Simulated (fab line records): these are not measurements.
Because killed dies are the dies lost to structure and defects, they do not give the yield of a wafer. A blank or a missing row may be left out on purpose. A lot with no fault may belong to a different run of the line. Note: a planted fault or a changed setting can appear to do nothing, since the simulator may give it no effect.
Chamber matching    flow berkeleyCmos170    UCB170_V2_CMP_02 on cmp-02 has 4 sister chambers
The step polishes SiO2. 4 wafers are shown with their chamber, then 8 later ones without.

WAFERS WITH THEIR CHAMBER
wafer   chamber  motorCurrentA (A)
L623.2  1        14.6
L623.5  2        14.3
L624.3  0        17.2
L625.1  3        14.7

WAFERS MISSING THEIR CHAMBER
wafer   motorCurrentA (A)
L625.5  14.9
L625.6  16.4
L630.1  14.4
L630.4  14.8
L630.6  15.1
L635.1  17.7
L635.2  15.4
L635.3  15.1

EACH ONE'S CHAMBER
wafer   from the rows above           in truth
L625.5  can't be placed: 3 or 1 or 2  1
L625.6  can't be placed: 0 or 3       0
L630.1  can't be placed: 2 or 1 or 3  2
L630.4  can't be placed: 3 or 1 or 2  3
L630.6  can't be placed: 3 or 1 or 2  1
L635.1  0                             0
L635.2  can't be placed: 3 or 1 or 2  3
L635.3  can't be placed: 3 or 1 or 2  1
Correct placement for 1 of the 8. Can't be placed from these rows: 7 (the true chamber is among the candidates in 7). 0 placed wrongly.
How it was worked out, from the rows above alone: a wafer's distance from a chamber is the root of the sum, over the readings, of the square of ((its reading less the chamber's mean) divided by the reading's scatter). If the next closest chamber is less than 2 further off than the closest, the wafer can't be placed; otherwise it belongs to the closest. The mean given for a chamber averages the wafers shown for that chamber. The scatter: root of mean squared gap, hidden wafer to nearest shown wafer, with one shown wafer a chamber.
